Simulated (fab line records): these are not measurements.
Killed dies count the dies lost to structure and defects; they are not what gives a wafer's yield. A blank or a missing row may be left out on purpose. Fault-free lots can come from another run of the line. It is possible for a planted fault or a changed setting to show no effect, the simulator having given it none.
Comparing a struck lot with a sound one / flow rit-cmos / 43 steps out of a route of 202
Sound: the wafers L750.3, L750.4, L750.5. The struck wafers were L754.1, L754.2, L754.4. At the end, the cause is stated.
Per side, at each step with rows, come the tool, then ch with its chambers, and then its first start. Under that, the readings that differ: sound wafers / struck wafers / difference of the means / sigmas: that difference in standard deviations of wafers without a fault.
alike: a reading whose means differ by less than 2 such deviations, as well as words and numbers matching on both sides. not compared: withheld readings; readings where some wafer has no value; bounds like >300 that might hide an equal value; numbers whose values overlap and for which the record gives no deviation.
A row with sigmas, a row that says differs or no value, or rows on one side alone: a step with any of these is where the two part. Numbers that don't overlap but have no deviation are shown without sigmas and don't part them. A reading missing from all wafers of one side parts the sides only when that side holds two or more wafers.

first, 2 steps without rows for these wafers: RIT_NLDD_HARDBAKE_07 (time 60 s); RIT_NLDD_IMPLANT_08.
RIT_NLDD_STRIP_09: strips in O2, time 180 s.
  sound on plasma-asher-02 ch 0,1, day 4 06:06; struck on plasma-asher-02 ch 0,1, day 5 02:13
  alike: drypump-motor-current-A
  not compared: rf-hours-counter-h
RIT_NLDD_TW_MEAS_10:
  struck on film-metro-01, day 5 02:24; sound on film-metro-03, day 4 06:14
  alike: NLDD_TW
then, 6 steps without rows for these wafers: RIT_PLDD_HMDS_00 (prime time 60 s); RIT_PLDD_COAT_01 (resist thk 1000 nm); RIT_PLDD_SOFTBAKE_02 (time 60 s); RIT_PLDD_EXPOSE_03 (exposes mask M8, target cd 40900 nm); RIT_PLDD_PEB_04; RIT_PLDD_DEVELOP_05 (develop time 50 s).
RIT_PLDD_OVL_MEAS_06:
  struck on overlay-02, day 5 03:19; sound on overlay-02, day 4 07:16
  alike: PLDD_OVL
then, 1 step without rows for these wafers: RIT_PLDD_HARDBAKE_07 (time 60 s).
RIT_PLDD_IMPLANT_08:
  sound on implanter-01 ch 0, day 4 07:29; struck on implanter-01 ch 0, day 5 03:29
reading=dose-ions-cm2; sound=9.007e+14 9.006e+14 9.009e+14; struck=6.253e+14 6.272e+14 6.249e+14; difference=-2.749e+14; sigmas=-99 or more
reading=end-station-pressure-torr (Torr); sound=7.7e-06 7.2e-06 7.6e-06; struck=6.8e-06 6.3e-06 6.4e-06; difference=-1.0e-06; sigmas=-3
reading=faraday-current-uA; sound=2807 2818 2843; struck=1929 1919 2018; difference=-867; sigmas=-15
  alike: beam-on-s
RIT_PLDD_STRIP_09: strips in O2, time 180 s.
  sound on plasma-asher-01 ch 0,1, day 4 07:38; struck on plasma-asher-01 ch 0,1, day 5 03:38
  alike: drypump-motor-current-A
  not compared: rf-hours-counter-h
RIT_PLDD_TW_MEAS_10:
  struck on film-metro-03, day 5 04:03; sound on film-metro-03, day 4 07:47
reading=PLDD_TW; sound=2378 2384 2390; struck=2170 2165 2159; difference=-219; sigmas=-9
  not compared: hold
then, 3 steps without rows for these wafers: RIT_SPACER_CLEAN_01 (cleans in dHF, time 30 s); RIT_SPACER_CLEAN_02 (cleans in SC2, time 600 s); RIT_SPACER_CVD_03 (deposits Si3N4 from SiH2Cl2/NH3, target thk 250 nm, time 3300 s).
RIT_SPACER_THK_MEAS_04:
  struck on film-metro-02, day 5 10:56; sound on film-metro-03, day 4 10:07
reading=SPACER_NITRIDE_THK (nm); sound=254.7 255.9 253.8; struck=248.4 248.0 250.2; difference=-5.9; sigmas=-3
RIT_SPACER_ETCHBACK_05: etches Si3N4 in SF6/CHF3, stops on SiO2, target depth 250 nm, time 240 s.
  sound on rie-diel-02 ch 0,1, day 4 10:10; struck on rie-diel-02 ch 0,1,3, day 5 10:59
  alike: drypump-motor-current-A, oes-product-au, throttle-valve-pct
  not compared: rf-hours-counter-h
then, 6 steps without rows for these wafers: RIT_NSD_HMDS_00 (prime time 60 s); RIT_NSD_COAT_01 (resist thk 1000 nm); RIT_NSD_SOFTBAKE_02 (time 60 s); RIT_NSD_EXPOSE_03 (exposes mask M9, target cd 40700 nm); RIT_NSD_PEB_04; RIT_NSD_DEVELOP_05 (develop time 50 s).
RIT_NSD_OVL_MEAS_06:
  struck on overlay-01, day 5 12:14; sound on overlay-02, day 4 11:20
  alike: NSD_OVL
then, 2 steps without rows for these wafers: RIT_NSD_HARDBAKE_07 (time 60 s); RIT_NSD_IMPLANT_08.
RIT_NSD_STRIP_09: strips in O2, time 180 s.
  sound on plasma-asher-02 ch 0,1, day 4 11:43; struck on plasma-asher-04 ch 0,1, day 5 12:35
  alike: drypump-motor-current-A
  not compared: rf-hours-counter-h
RIT_NSD_TW_MEAS_10:
  struck on film-metro-03, day 5 12:45; sound on film-metro-01, day 4 11:52
  alike: NSD_TW
then, 6 steps without rows for these wafers: RIT_PSD_HMDS_00 (prime time 60 s); RIT_PSD_COAT_01 (resist thk 1000 nm); RIT_PSD_SOFTBAKE_02 (time 60 s); RIT_PSD_EXPOSE_03 (exposes mask M10, target cd 40900 nm); RIT_PSD_PEB_04; RIT_PSD_DEVELOP_05 (develop time 50 s).
RIT_PSD_OVL_MEAS_06:
  struck on overlay-01, day 5 13:50; sound on overlay-01, day 4 12:53
  alike: PSD_OVL
then, 2 steps without rows for these wafers: RIT_PSD_HARDBAKE_07 (time 60 s); RIT_PSD_IMPLANT_08.
RIT_PSD_STRIP_09: strips in O2, time 180 s.
  sound on plasma-asher-02 ch 0,1, day 4 13:16; struck on plasma-asher-02 ch 0,1, day 5 18:23
  alike: drypump-motor-current-A
  not compared: rf-hours-counter-h
RIT_SDANNEAL_RS_MEAS_06: measurement is done with a four-point probe.
  struck on film-metro-04, day 5 19:34; sound on film-metro-03, day 4 14:09
reading=PLDD_RS (ohm/sq); sound=179.4 178.8 179.5; struck=217.5 216.8 217.9; difference=+38.2; sigmas=+83
  not compared: hold
RIT_M1_PROBE_99:
  rows exist in the record for the sound wafers here (prober-01, day 4 21:35), none for the struck ones

== WHERE THEY PART ==
Earliest at RIT_PLDD_IMPLANT_08; latest, in this record, at RIT_M1_PROBE_99.

WHY: what the simulator had put in
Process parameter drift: implanter-01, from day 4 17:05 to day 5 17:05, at RIT_PLDD_IMPLANT_08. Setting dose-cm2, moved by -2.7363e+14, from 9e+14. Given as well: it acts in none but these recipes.
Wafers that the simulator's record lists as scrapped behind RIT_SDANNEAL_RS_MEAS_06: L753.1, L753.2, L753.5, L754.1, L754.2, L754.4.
